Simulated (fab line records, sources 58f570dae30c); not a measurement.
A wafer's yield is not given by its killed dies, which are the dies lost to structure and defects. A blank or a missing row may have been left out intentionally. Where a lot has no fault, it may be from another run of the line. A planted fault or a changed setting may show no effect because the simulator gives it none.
fab line records	flow berkeley_cmos170
[record] lots = 7	wafers = 21	last_day = 11
route steps=331 shown ACTIVE@78 PFIELD@79 FIELD@89 SACOX@97 SCREENOX@100 NVT@104 PVT@115 M3@331
lots that met no fault: from a run of the same line without faults
start_h: start of the lot's first displayed wafer, in hours after the record's first day	wait_h: how many hours have passed since the lot's step before this one	" unchanged from the row above	L1.1+2: a single row standing in for several wafers	- no value present, or no start provided	* or withheld: withheld	< > ~ a bound
route shown NAME@n: names a module that has steps shown in the file, with the first one's number in the route	usual: average and standard deviation across the fault-free wafers	same: alike in all rows	chamber/n: place in a boat	sites: each site's reading	_std_site: the standard deviation of these	_edge_site: the outer-site mean with the inner-site mean subtracted	radius_mm: for every site, how far away it sits from the centre of the wafer	mask NAME#n: copy n	behind: the most recent tool/chamber to have shaped the wafer	hold: why the lot was held/for how many hours/how that ended	device: which transistor (n, p or np) failed to switch	end of line: tests run on the same wafers once the route is complete	a step without rows: its recipe alone	killed: dies that structure and defects cost at the first sort, which is not the same as the wafer's yield	map: shows each die of a wafer: x if killed, . if not, _ if none is there
set.NAME: the run value of the setting; set.NAME@STEP: its run value at that earlier step	model.NAME: the simulator's own value behind a step, which no gauge read
certain route steps with their lots: each step a table, each wafer a row
services: a tool's chamber out of use, with start hour (start_h, from the record's first day; less than 0 if before it), hours out, and reason
[[steps]]
[step UCB170_ACTIVE_CLEAN_17]
[recipe] chemistry = SPM	temp_c = 120	time_s = 600
[step UCB170_PFIELD_HMDS_00]
[recipe] prime_time_s = 60	prime_temp_c = 100
[step UCB170_PFIELD_COAT_01]
[recipe] resist = KrF	spin_rpm = 1500	resist_thk_nm = 900
[step UCB170_PFIELD_SOFTBAKE_02]
[recipe] resist = KrF	temp_c = 130	time_s = 60
[step UCB170_PFIELD_EXPOSE_03]
[recipe] mask_id = PFIELD	na = 0.5	sigma_outer = 0.6	source_shape = conventional	target_cd_nm = 1500	dose_mj = 30
[step UCB170_PFIELD_PEB_04]
[recipe] peb_temp_c = 130	peb_time_s = withheld	resist = KrF
[step UCB170_PFIELD_DEVELOP_05]
[recipe] developer = TMAH	develop_time_s = 45	resist = KrF	dev_temp_c = 21
[step UCB170_PFIELD_OVL_MEAS_06]
[usual] PFIELD_OVL = 0/5.1
lot.wafer	tool	chamber	start_h	wait_h	PFIELD_OVL[nm]
L773.4	overlay-02	-	87.67	-	-3
L773.5	"	-	"	"	7
L773.6	"	-	"	"	-2
L775.1	overlay-01	-	107.57	-	1
L775.2	"	-	"	"	2
L775.5	"	-	"	"	1
L783.1	overlay-01	-	138.29	-	2
L783.2	"	-	"	"	1
L783.6	"	-	"	"	1
L782.4	overlay-02	-	138.67	-	7
L782.5	"	-	"	"	7
L782.6	"	-	"	"	-3
L784.1	overlay-02	-	139.00	-	8
L784.2	"	-	"	"	-2
L784.3	"	-	"	"	2
L786.1	overlay-01	-	158.87	-	-8
L786.3	"	-	"	"	-3
L786.6	"	-	"	"	2
L788.3	overlay-01	-	167.19	-	1
L788.4	"	-	"	"	6
L788.6	"	-	"	"	3
[step UCB170_PFIELD_IMPLANT_07]
[recipe] species = B	dose_cm2 = 2e+13	energy_kev = 80	tilt_deg = 7
[step UCB170_PFIELD_STRIP_08]
[recipe] chemistry = O2	power_w = 400	pressure_mtorr = 3500	platen_temp_c = withheld	o2_flow_sccm = 400	overash_fraction = 0.5
[usual] chamber_pressure_mTorr = 3500/3.1	drypump_motor_current_A = 5.7/0.6	oes_product_au = 0.735/0.0046	strip_time_to_endpoint_s = 21.64/0.059
lot.wafer	tool	chamber	start_h	wait_h	chamber_pressure_mTorr	drypump_motor_current_A	oes_product_au	rf_hours_counter_h	strip_time_to_endpoint_s
L773.4	plasma_asher-01	1	87.87	0.1	3502	5.1	0.740	-	21.59
L773.5	"	0	"	"	3498	6.5	0.730	-	21.69
L773.6	"	1	"	"	3499	5.1	0.735	-	21.59
L775.1	plasma_asher-01	1	107.76	0.1	3502	5.1	0.742	41	21.57
L775.2	"	0	"	"	3502	6.4	0.733	41	21.51
L775.5	"	0	"	"	3498	6.4	0.744	-	21.62
L783.1	plasma_asher-01	1	138.48	0.1	3502	5.1	0.735	2	21.69
L783.2	"	0	"	"	3500	6.4	0.738	2	21.76
L783.6	"	0	"	"	3493	6.4	0.738	-	21.71
L782.4	plasma_asher-02	0	138.87	0.1	3494	6.2	0.742	-	21.68
L782.5	"	0	"	"	3498	6.2	0.736	-	21.67
L782.6	"	1	"	"	3500	5.9	0.730	-	21.66
L784.1	plasma_asher-03	0	139.18	0.1	3503	4.9	0.735	43	21.68
L784.2	"	1	"	"	3492	6.1	0.739	43	21.66
L784.3	"	0	"	"	3497	4.9	0.737	-	21.72
L786.1	plasma_asher-03	0	159.06	0.1	3501	4.9	0.738	46	21.67
L786.3	"	1	"	"	3501	6.1	0.733	-	21.62
L786.6	"	1	"	"	3498	6.0	0.733	-	21.69
L788.3	plasma_asher-01	1	167.39	0.1	3499	5.1	0.728	-	21.66
L788.4	"	0	"	"	3496	6.4	0.733	-	21.62
L788.6	"	0	"	"	3500	6.5	0.734	-	21.65
[step UCB170_PFIELD_TW_MEAS_09]
[usual] PFIELD_TW = 601/7.5
lot.wafer	tool	chamber	start_h	wait_h	PFIELD_TW
L773.4	film_metro-01	-	87.96	0.1	608
L773.5	"	-	"	"	604
L773.6	"	-	"	"	607
L775.1	film_metro-01	-	107.86	0.1	607
L775.2	"	-	"	"	610
L775.5	"	-	"	"	606
L783.1	film_metro-03	-	138.58	0.1	588
L783.2	"	-	"	"	590
L783.6	"	-	"	"	592
L782.4	film_metro-03	-	138.97	0.1	589
L782.5	"	-	"	"	591
L782.6	"	-	"	"	587
L784.1	film_metro-03	-	139.28	0.1	586
L784.2	"	-	"	"	586
L784.3	"	-	"	"	591
L786.1	film_metro-02	-	159.16	0.1	604
L786.3	"	-	"	"	607
L786.6	"	-	"	"	603
L788.3	film_metro-01	-	167.48	0.1	607
L788.4	"	-	"	"	603
L788.6	"	-	"	"	606
[step UCB170_FIELD_CLEAN_00]
[recipe] chemistry = dHF	dilution = 25:1	time_s = 7.5
[step UCB170_FIELD_OXIDATION_01]
[recipe] temp_c = 1000	ambient = H2O	p_h2o_torr = 584.62	target_thk_a = 5583	ox_time_s = 7200
[usual] spike_tc_centre_C = 1002.5/1	spike_tc_load_C = 1026.2/1	spike_tc_source_C = 1023.4/1.5	tube_center_temp_C = 1000/0.092	tube_center_temp_C_max = 1002.5/0.43
lot.wafer	tool	chamber	start_h	wait_h	spike_tc_centre_C	spike_tc_load_C	spike_tc_source_C	tube_center_temp_C	tube_center_temp_C_max	model.SiO2_of_FIELD_OXIDATION_01.thk_nm
L773.4	furnace-02	0	93.61	4.3	1003.2	1024.6	1021.9	999.89	1001.8	543
L773.5	"	0	"	"	1003.1	1026.3	1022.1	999.93	1002.4	544.9
L773.6	"	0	"	"	1002.8	1025.3	1021.5	1000	1002.4	549.1
L775.1	furnace-04	0	109.77	1.5	1001.8	1027.4	1025.3	999.91	1002.3	570.9
L775.2	"	0	"	"	1001.3	1027.5	1022.5	999.86	1002.1	573.3
L775.5	"	0	"	"	1003.7	1025.9	1024.4	999.88	1003.0	570
L782.4	furnace-04	0	141.35	2.3	1011.1	1035.3	1032.0	1008.1	1010.2	583.2
L782.5	"	0	"	"	1012.0	1034.5	1030.7	1007.7	1009.9	591.2
L782.6	"	0	"	"	1010.2	1035.6	1031.9	1008	1010.7	578
L783.1	furnace-04	0	141.35	2.7	1011.8	1035.8	1030.0	1008.1	1010.4	590
L783.2	"	0	"	"	1009.6	1035.4	1029.8	1008	1010.0	585.5
L783.6	"	0	"	"	1010.2	1033.0	1032.0	1007.9	1010.0	582.5
L784.1	furnace-04	0	141.35	1.9	1011.8	1034.8	1033.0	1007.9	1010.2	578.8
L784.2	"	0	"	"	1012.2	1035.0	1031.8	1007.9	1010.0	580.8
L784.3	"	0	"	"	1012.2	1033.9	1030.5	1007.9	1010.1	580.1
L786.1	furnace-01	0	163.47	4.2	1002.6	1025.4	1025.3	999.97	1002.7	563.9
L786.3	"	0	"	"	1002.3	1025.8	1025.9	1000	1002.4	559.5
L786.6	"	0	"	"	1002.9	1028.3	1025.0	999.91	1002.4	558.8
L788.3	furnace-02	0	171.99	4.5	1002.6	1025.9	1022.3	1000	1001.9	552.5
L788.4	"	0	"	"	1005.0	1026.0	1021.7	999.96	1002.1	553.4
L788.6	"	0	"	"	1003.3	1027.1	1025.2	1000.2	1002.7	545.9
[step UCB170_FIELD_THK_MEAS_02]
[recipe] reads = SiO2_of_FIELD_OXIDATION_01
[usual] FIELD_OXIDE_THK = 555/9.2
lot.wafer	tool	chamber	start_h	wait_h	FIELD_OXIDE_THK[nm]
L773.4	film_metro-02	-	96.64	0.0	543
L773.5	"	-	"	"	545
L773.6	"	-	"	"	549
L775.1	film_metro-03	-	112.77	0.0	571
L775.2	"	-	"	"	573
L775.5	"	-	"	"	570
L783.1	film_metro-03	-	144.35	0.0	590
L783.2	"	-	"	"	585
L783.6	"	-	"	"	583
L784.1	film_metro-02	-	144.38	0.0	579
L784.2	"	-	"	"	581
L784.3	"	-	"	"	580
L782.4	film_metro-03	-	144.44	0.1	583
L782.5	"	-	"	"	591
L782.6	"	-	"	"	577
L786.1	film_metro-03	-	166.47	0.0	563
L786.3	"	-	"	"	559
L786.6	"	-	"	"	559
L788.3	film_metro-03	-	175.01	0.0	553
L788.4	"	-	"	"	554
L788.6	"	-	"	"	546
[step UCB170_FIELD_ANNEAL_03]
[recipe] temp_c = 1000	time_s = 1200	ambient = N2
[step UCB170_FIELD_WET_ETCH_04]
[recipe] chemistry = dHF	dilution = 10:1	target = SiO2	temp_c = 25	time_s = 61.03
[step UCB170_FIELD_WET_ETCH_05]
[recipe] chemistry = H3PO4	target = Si3N4	temp_c = 160	time_s = 12600
[step UCB170_FIELD_WET_ETCH_06]
[recipe] chemistry = BOE	dilution = 5:1	target = SiO2	temp_c = 25	time_s = 22
lot.wafer	tool	chamber	start_h	wait_h	model.SiO2_of_FIELD_OXIDATION_01.thk_nm
L773.4	wet_bench-03	0	106.04	0.0	424.5
L773.5	"	0	"	"	426.4
L773.6	"	0	"	"	430.4
L775.1	wet_bench-04	1	120.65	0.0	455.3
L775.2	"	1	"	"	457.9
L775.5	"	1	"	"	454.4
L782.4	wet_bench-04	0	153.56	0.0	466.5
L782.5	"	0	"	"	474.6
L782.6	"	0	"	"	461
L783.1	wet_bench-04	3	153.56	0.0	471.8
L783.2	"	3	"	"	467.6
L783.6	"	3	"	"	464.3
L784.1	wet_bench-04	2	153.56	0.0	461.7
L784.2	"	2	"	"	463.5
L784.3	"	2	"	"	463.2
L786.1	wet_bench-04	3	175.52	0.0	446.1
L786.3	"	3	"	"	441.4
L786.6	"	3	"	"	440.8
L788.3	wet_bench-04	1	186.26	0.0	434.3
L788.4	"	1	"	"	434.5
L788.6	"	1	"	"	427.4
[step UCB170_FIELD_THK_MEAS_90]
[recipe] reads = SiO2_of_FIELD_OXIDATION_01
[usual] FIELD_OXIDE_LEFT_1_THK = 438/9.5
lot.wafer	tool	chamber	start_h	wait_h	FIELD_OXIDE_LEFT_1_THK[nm]
L773.4	film_metro-04	-	106.08	0.0	425
L773.5	"	-	"	"	427
L773.6	"	-	"	"	430
L775.1	film_metro-03	-	120.66	0.0	455
L775.2	"	-	"	"	458
L775.5	"	-	"	"	454
L783.1	film_metro-04	-	153.58	0.0	472
L783.2	"	-	"	"	468
L783.6	"	-	"	"	464
L784.1	film_metro-03	-	153.58	0.0	462
L784.2	"	-	"	"	463
L784.3	"	-	"	"	463
L782.4	film_metro-02	-	153.61	0.0	467
L782.5	"	-	"	"	475
L782.6	"	-	"	"	461
L786.1	film_metro-02	-	175.54	0.0	446
L786.3	"	-	"	"	441
L786.6	"	-	"	"	441
L788.3	film_metro-02	-	186.36	0.1	434
L788.4	"	-	"	"	435
L788.6	"	-	"	"	427
[step UCB170_SACOX_CLEAN_00]
[recipe] chemistry = dHF	dilution = 25:1	time_s = 7.5
[step UCB170_SACOX_OXIDATION_01]
[recipe] temp_c = 900	ambient = O2	target_thk_a = 144	ox_time_s = 2400
[step UCB170_SACOX_THK_MEAS_02]
[recipe] reads = SiO2_of_SACOX_OXIDATION_01
[usual] SACOX_OXIDE_THK = 14.41/0.28
lot.wafer	tool	chamber	start_h	wait_h	SACOX_OXIDE_THK[nm]
L773.4	film_metro-02	-	109.80	0.0	14.60
L773.5	"	-	"	"	14.46
L773.6	"	-	"	"	14.80
L775.1	film_metro-04	-	125.88	0.0	14.34
L775.2	"	-	"	"	14.18
L775.5	"	-	"	"	14.47
L783.1	film_metro-02	-	159.47	0.0	14.18
L783.2	"	-	"	"	14.38
L783.6	"	-	"	"	14.33
L784.1	film_metro-04	-	159.47	0.0	14.48
L784.2	"	-	"	"	14.24
L784.3	"	-	"	"	14.21
L782.4	film_metro-01	-	159.52	0.0	14.57
L782.5	"	-	"	"	14.61
L782.6	"	-	"	"	14.40
L786.1	film_metro-04	-	183.36	0.0	14.37
L786.3	"	-	"	"	14.71
L786.6	"	-	"	"	14.45
L788.3	film_metro-04	-	191.98	0.1	14.64
L788.4	"	-	"	"	14.58
L788.6	"	-	"	"	14.47
[step UCB170_SCREENOX_WET_ETCH_00]
[recipe] chemistry = dHF	dilution = 25:1	target = SiO2	temp_c = 25	time_s = 200
[step UCB170_SCREENOX_OXIDATION_01]
[recipe] temp_c = 900	ambient = O2	target_thk_a = 144	ox_time_s = 2400
[step UCB170_SCREENOX_THK_MEAS_02]
[recipe] reads = SiO2_of_SCREENOX_OXIDATION_01
[usual] SCREENOX_OXIDE_THK = 14.37/0.23
lot.wafer	tool	chamber	start_h	wait_h	SCREENOX_OXIDE_THK[nm]
L773.4	film_metro-04	-	114.46	0.0	14.22
L773.5	"	-	"	"	14.18
L773.6	"	-	"	"	14.37
L775.1	film_metro-03	-	131.48	0.0	14.55
L775.2	"	-	"	"	14.34
L775.5	"	-	"	"	14.39
L783.1	film_metro-04	-	165.50	0.0	14.27
L783.2	"	-	"	"	14.38
L783.6	"	-	"	"	14.44
L784.1	film_metro-03	-	165.50	0.0	14.21
L784.2	"	-	"	"	14.14
L784.3	"	-	"	"	14.11
L782.4	film_metro-01	-	165.53	0.0	14.08
L782.5	"	-	"	"	14.36
L782.6	"	-	"	"	14.19
L786.1	film_metro-03	-	187.55	0.0	14.61
L786.3	"	-	"	"	14.61
L786.6	"	-	"	"	14.68
L788.3	film_metro-01	-	197.90	0.1	14.63
L788.4	"	-	"	"	14.45
L788.6	"	-	"	"	14.57
[step UCB170_SCREENOX_ANNEAL_03]
[recipe] temp_c = 900	time_s = 900	ambient = N2
[step UCB170_NVT_HMDS_00]
[recipe] prime_time_s = 60	prime_temp_c = 100
[step UCB170_NVT_COAT_01]
[recipe] resist = KrF	spin_rpm = 1500	resist_thk_nm = 900
[step UCB170_NVT_SOFTBAKE_02]
[recipe] resist = KrF	temp_c = 130	time_s = 62.46
[usual] plate_sensor_t_centre_C = 131.41/0.011	plate_sensor_t_edge_C = 131.53/0.01
lot.wafer	tool	chamber	start_h	wait_h	plate_sensor_t_centre_C	plate_sensor_t_edge_C
L773.4	litho_track-01	0	120.09	0.1	131.39	131.52
L773.5	"	0	"	"	131.4	131.55
L773.6	"	0	"	"	131.41	131.54
L775.1	litho_track-04	0	137.43	0.1	131.42	131.53
L775.2	"	0	"	"	131.42	131.54
L775.5	"	0	"	"	131.39	131.52
L783.1	litho_track-01	0	171.37	0.1	131.41	131.53
L783.2	"	0	"	"	131.42	131.52
L783.6	"	0	"	"	131.43	131.53
L782.4	litho_track-03	0	171.44	0.1	131.4	131.52
L782.5	"	0	"	"	131.41	131.55
L782.6	"	0	"	"	131.41	131.53
L784.1	litho_track-04	0	171.76	0.1	131.41	131.53
L784.2	"	0	"	"	131.42	131.52
L784.3	"	0	"	"	131.42	131.54
L786.1	litho_track-03	0	192.96	0.1	131.39	131.53
L786.3	"	0	"	"	131.4	131.53
L786.6	"	0	"	"	131.41	131.52
L788.3	litho_track-04	0	204.47	0.1	131.43	131.54
L788.4	"	0	"	"	131.41	131.53
L788.6	"	0	"	"	131.4	131.52
[step UCB170_NVT_EXPOSE_03]
[recipe] mask_id = PWELL	target_cd_nm = 3000	na = 0.5	sigma_outer = 0.6	source_shape = conventional	dose_mj = 30
[step UCB170_NVT_PEB_04]
[recipe] peb_temp_c = 130	peb_time_s = withheld	resist = KrF
[step UCB170_NVT_DEVELOP_05]
[recipe] developer = TMAH	develop_time_s = 45	resist = KrF	dev_temp_c = 21
[step UCB170_NVT_OVL_MEAS_06]
[usual] NVT_OVL = -1/5.5
lot.wafer	tool	chamber	start_h	wait_h	NVT_OVL[nm]
L773.4	overlay-02	-	120.60	-	3
L773.5	"	-	"	"	0
L773.6	"	-	"	"	-1
L775.1	overlay-01	-	139.03	-	1
L775.2	"	-	"	"	-4
L775.5	"	-	"	"	-2
L782.4	overlay-02	-	171.92	-	10
L782.5	"	-	"	"	6
L782.6	"	-	"	"	11
L783.1	overlay-02	-	172.18	-	-1
L783.2	"	-	"	"	3
L783.6	"	-	"	"	-3
L784.1	overlay-01	-	172.43	-	-1
L784.2	"	-	"	"	2
L784.3	"	-	"	"	-1
L786.1	overlay-02	-	193.50	-	5
L786.3	"	-	"	"	-2
L786.6	"	-	"	"	5
L788.3	overlay-02	-	205.31	-	-2
L788.4	"	-	"	"	-2
L788.6	"	-	"	"	1
[step UCB170_NVT_IMPLANT_07]
[recipe] species = BF2	dose_cm2 = 3e+12	energy_kev = 50	tilt_deg = 7
[step UCB170_NVT_STRIP_08]
[recipe] chemistry = O2	power_w = 400	pressure_mtorr = 3500	platen_temp_c = withheld	o2_flow_sccm = 400	overash_fraction = 0.5
[usual] chamber_pressure_mTorr = 3500/3.1	drypump_motor_current_A = 5.8/0.71	oes_product_au = 0.735/0.0045	strip_time_to_endpoint_s = 21.68/0.063
lot.wafer	tool	chamber	start_h	wait_h	chamber_pressure_mTorr	drypump_motor_current_A	oes_product_au	rf_hours_counter_h	strip_time_to_endpoint_s
L773.4	plasma_asher-03	0	120.80	0.1	3499	4.9	0.732	-	21.74
L773.5	"	0	"	"	3499	4.9	0.734	-	21.69
L773.6	"	1	"	"	3497	6.1	0.733	-	21.73
L775.1	plasma_asher-04	0	139.22	0.1	3502	5.1	0.732	38	21.66
L775.2	"	1	"	"	3504	6.6	0.739	38	21.69
L775.5	"	0	"	"	3495	5.1	0.733	-	21.73
L782.4	plasma_asher-03	0	172.13	0.1	3495	4.9	0.729	-	21.65
L782.5	"	1	"	"	3506	6.0	0.737	-	21.67
L782.6	"	0	"	"	3493	4.9	0.739	-	21.70
L783.1	plasma_asher-04	1	172.37	0.1	3501	6.6	0.740	42	21.76
L783.2	"	0	"	"	3499	5.1	0.735	42	21.72
L783.6	"	1	"	"	3501	6.6	0.735	-	21.72
L784.1	plasma_asher-01	1	172.61	0.1	3501	5.1	0.734	7	21.59
L784.2	"	0	"	"	3493	6.4	0.739	7	21.67
L784.3	"	1	"	"	3502	5.1	0.736	-	21.62
L786.1	plasma_asher-01	1	193.68	0.1	3501	5.1	0.728	8	21.54
L786.3	"	1	"	"	3506	5.1	0.726	-	21.55
L786.6	"	1	"	"	3498	5.1	0.737	-	21.59
L788.3	plasma_asher-01	0	205.52	0.1	3498	6.4	0.734	-	21.75
L788.4	"	1	"	"	3496	5.1	0.736	-	21.73
L788.6	"	1	"	"	3497	5.1	0.730	-	21.71
[step UCB170_NVT_TW_MEAS_09]
[usual] NVT_TW = 526/5.6
lot.wafer	tool	chamber	start_h	wait_h	NVT_TW
L773.4	film_metro-03	-	120.89	0.1	515
L773.5	"	-	"	"	513
L773.6	"	-	"	"	513
L775.1	film_metro-02	-	139.32	0.1	525
L775.2	"	-	"	"	528
L775.5	"	-	"	"	526
L782.4	film_metro-02	-	172.22	0.1	528
L782.5	"	-	"	"	530
L782.6	"	-	"	"	528
L783.1	film_metro-01	-	172.47	0.1	531
L783.2	"	-	"	"	526
L783.6	"	-	"	"	527
L784.1	film_metro-02	-	172.71	0.1	525
L784.2	"	-	"	"	530
L784.3	"	-	"	"	529
L786.1	film_metro-01	-	193.78	0.1	526
L786.3	"	-	"	"	525
L786.6	"	-	"	"	527
L788.3	film_metro-03	-	205.60	0.1	513
L788.4	"	-	"	"	515
L788.6	"	-	"	"	515
[step UCB170_NVT_CLEAN_10]
[recipe] chemistry = SPM	temp_c = 120	time_s = 600
[step UCB170_PVT_HMDS_00]
[recipe] prime_time_s = 60	prime_temp_c = 100
[step UCB170_PVT_COAT_01]
[recipe] resist = KrF	spin_rpm = 1500	resist_thk_nm = 900
[step UCB170_PVT_SOFTBAKE_02]
[recipe] resist = KrF	temp_c = 130	time_s = 60
[step UCB170_PVT_EXPOSE_03]
[recipe] mask_id = NWELL	target_cd_nm = 3000	na = 0.5	sigma_outer = 0.6	source_shape = conventional	dose_mj = 30
[step UCB170_PVT_PEB_04]
[recipe] peb_temp_c = 130	peb_time_s = withheld	resist = KrF
[step UCB170_FIELD_THK_MEAS_91]
[recipe] reads = SiO2_of_FIELD_OXIDATION_01
[usual] FIELD_OXIDE_LEFT_2_THK = 350/9.6
lot.wafer	tool	chamber	start_h	wait_h	FIELD_OXIDE_LEFT_2_THK[nm]
L773.4	film_metro-03	-	122.96	0.0	336
L773.5	"	-	"	"	338
L773.6	"	-	"	"	342
L775.1	film_metro-04	-	141.44	0.0	368
L775.2	"	-	"	"	370
L775.5	"	-	"	"	367
L782.4	film_metro-04	-	174.17	0.1	378
L782.5	"	-	"	"	386
L782.6	"	-	"	"	372
L783.1	film_metro-02	-	174.32	0.0	383
L783.2	"	-	"	"	379
L783.6	"	-	"	"	376
L784.1	film_metro-04	-	174.39	0.0	374
L784.2	"	-	"	"	375
L784.3	"	-	"	"	376
L786.1	film_metro-02	-	196.71	0.0	358
L786.3	"	-	"	"	353
L786.6	"	-	"	"	353
L788.3	film_metro-03	-	207.96	0.0	346
L788.4	"	-	"	"	346
L788.6	"	-	"	"	340
[step UCB170_M3_PROBE_99]
lot.wafer	tool	chamber	start_h	wait_h	model.etest.pldd.line_ohm_um	model.etest.nldd.line_ohm_um	model.etest.nldd.width_nm	model.etest.pldd.width_nm	model.etest.nmos_narrow.drive_ua_um	model.etest.pmos_narrow.drive_ua_um	model.etest.iso_pplus_pwell.bv_v	model.etest.field_p.vt_v
L773.4	prober-01	-	175.32	0.2	1751	1204	635.9	635	383.2	149.8	21.23	-20
L773.5	prober-01	-	175.37	0.2	1753	1194	635.7	635.8	366.8	151.4	21.73	-20.12
L773.6	prober-01	-	175.42	0.2	1775	1184	633	630.9	366.2	149.1	22.08	-20.37
L775.1	prober-02	-	197.18	0.1	1868	1311	590.1	586.6	346.9	137.3	22.71	-21.83
L775.2	prober-02	-	197.23	0.1	1871	1281	592.3	589.8	351.9	135.9	23.13	-21.97
L775.5	prober-02	-	197.38	0.2	1887	1293	586.6	589.5	345	136.9	22.67	-21.79
L782.4	prober-02	-	228.34	0.2	1915	1290	584.9	585.1	347.6	135.8	23.64	-22.14
L782.5	prober-02	-	228.39	0.2	1944	1358	575	570.1	335.5	133.6	24.81	-22.68
L782.6	prober-02	-	228.44	0.2	1922	1304	589.2	589.4	342.3	136.7	23.09	-21.86
L784.1	prober-01	-	236.94	0.1	1782	1302	581.9	583.9	350.1	141.1	24.07	-21.83
L784.2	prober-01	-	236.99	0.1	1643	1304	585.1	585	362.6	143.2	24.01	-21.94
L784.3	prober-01	-	237.04	0.2	1720	1320	585.3	584	361.1	144.7	23.95	-21.97
L783.1	prober-02	-	237.35	0.1	1941	1325	582.3	580	357.7	143.3	25.86	-22.5
L783.2	prober-02	-	237.40	0.1	1930	1312	588.3	586.2	356	138.7	25.4	-22.21
L783.6	prober-02	-	237.60	0.2	1910	1300	590	594.1	355	144.3	25.23	-22.03
L786.1	prober-01	-	257.82	0.1	1799	1278	611.5	613.8	352.3	144.4	22.46	-21.26
L786.3	prober-01	-	257.92	0.2	1835	1265	618.2	618.6	348.7	138.4	22.12	-20.98
L786.6	prober-01	-	258.07	0.2	1835	1267	618.5	618.1	351.6	140.8	21.73	-20.9
L788.3	prober-01	-	262.67	0.2	1791	1222	627	625.6	358.7	142.5	20.37	-20.58
L788.4	prober-01	-	262.72	0.2	1789	1240	623.2	626.1	360.2	146.4	20.92	-20.61
L788.6	prober-01	-	262.82	0.2	1766	1199	631.5	631.2	364.7	144.7	20.36	-20.13
// killed by level:class
L773.4 WELLDRIVE:geometric_particle:open=1
L773.5 SPACER:geometric_particle:open=1 SILICIDE:geometric_particle:open=1 V1:geometric_particle:open=1
L773.6 SACOX:geometric_particle:open=1 GATE:geometric_particle:open=1 SPACER:geometric_particle:open=1 V1:geometric_particle:short=1 V2:geometric_particle:open=1
L775.1 ACTIVE:area_etch=2 WELLDRIVE:geometric_particle:short=1 SILICIDE:geometric_particle:short=1 M1:geometric_particle:open=1 M3:geometric_particle:short=1
L775.2 SILICIDE:geometric_particle:short=1 V2:geometric_particle:short=1
L775.5 WELLDRIVE:geometric_particle:open=1
L784.1 M1:geometric_particle:short=1 V2:geometric_particle:short=1 V2:geometric_particle:open=1
L784.2 START:geometric_particle:short=1 WELLDRIVE:geometric_particle:short=1 FIELD:geometric_particle:open=1 SCREENOX:geometric_particle:open=1 SCREENOX:geometric_particle:short=1 GATE:geometric_particle:open=1 V1:geometric_particle:short=1 M2:geometric_particle:short=1
L784.3 WELLDRIVE:geometric_particle:open=1 GATE:geometric_particle:open=1 M3:geometric_particle:short=1
L783.1 GATE:geometric_particle:open=2 M1:geometric_particle:short=1 V2:geometric_particle:short=1 V2:geometric_particle:open=1
L783.2 SACOX:geometric_particle:open=1 SPACER:geometric_particle:open=1
L783.6 ACTIVE:area_etch=2 SACOX:geometric_particle:short=1 SPACER:geometric_particle:open=1 SILICIDE:geometric_particle:short=1
L786.1 SCREENOX:geometric_particle:short=1
L786.3 FIELD:geometric_particle:short=1
L786.6 SPACER:geometric_particle:open=1 SILICIDE:geometric_particle:open=1
L788.3 WELLDRIVE:geometric_particle:open=1 SCREENOX:geometric_particle:short=1 GATE:geometric_particle:short=1 SPACER:geometric_particle:open=1
L788.4 SPACER:geometric_particle:short=1 SILICIDE:geometric_particle:open=1 M3:geometric_particle:short=1
L788.6
[[services]]
tool	chamber	start_h	hours	kind
plasma_asher-04	-	67.25	14.6	pm
furnace-02	-	80.77	4.1	pm
furnace-04	-	91.79	2.6	pm
plasma_asher-01	-	99.59	0.6	repair
plasma_asher-01	-	108.75	9.0	pm
plasma_asher-01	0	108.75	9.0	vent_cycle
plasma_asher-01	1	108.75	9.0	vent_cycle
plasma_asher-01	0	117.75	-	clean
plasma_asher-01	1	117.75	-	clean
plasma_asher-03	-	123.03	1.1	repair
furnace-01	-	166.47	3.3	pm
furnace-01	-	191.73	3.9	pm
[[key]]
[first_sign] step = UCB170_FIELD_OXIDATION_01	reading = tube_center_temp_C	direction = up	sigmas = 80	usual = *	struck = *
[effect] step = UCB170_FIELD_OXIDATION_01	reading = tube_center_temp_C_max	direction = up	sigmas = 18	usual = *	struck = *
[effect] step = UCB170_FIELD_THK_MEAS_02	reading = FIELD_OXIDE_THK	direction = up	sigmas = 3	usual = 555	struck = 583
[effect] step = UCB170_FIELD_THK_MEAS_90	reading = FIELD_OXIDE_LEFT_1_THK	direction = up	sigmas = 2.9	usual = 438	struck = 466
[effect] step = UCB170_FIELD_THK_MEAS_91	reading = FIELD_OXIDE_LEFT_2_THK	direction = up	sigmas = 2.9	usual = 350	struck = 378
[model_effect] step = UCB170_FIELD_OXIDATION_01	value = SiO2_of_FIELD_OXIDATION_01.thk_nm	without = 554.9	struck = 583.3
[model_effect] step = UCB170_FIELD_WET_ETCH_06	value = SiO2_of_FIELD_OXIDATION_01.thk_nm	without = 437.6	struck = 466
[model_effect] step = UCB170_M3_PROBE_99	value = etest.pldd.line_ohm_um	without = 1752	struck = 1856
met_at UCB170_FIELD_OXIDATION_01
struck_wafers L782.4,L782.5,L782.6,L783.1,L783.2,L783.6,L784.1,L784.2,L784.3
sort_left_out L782.4,L782.5,L782.6
tester_left_out L782,L783,L784
onset_between 109.77 141.35
[fault] kind = process_parameter_drift	tool = furnace-04	chamber = -	onset_h = 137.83	steps = UCB170_FIELD_OXIDATION_01	channel = temp_c	offset = *	shape = step	end_h = 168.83	acts_in = *	stated = *
// tester_left_out: of these lots the tester's yield and bins aren't shown, on N5 and GAA mostly nor the transistor test; their killed dies are dies lost to structure and defects alone, not to doping, threshold or leakage, so they don't give the yield
// sort_left_out: the simulated sort isn't trusted on such a fault, so these wafers' sort isn't shown, and their yield isn't known
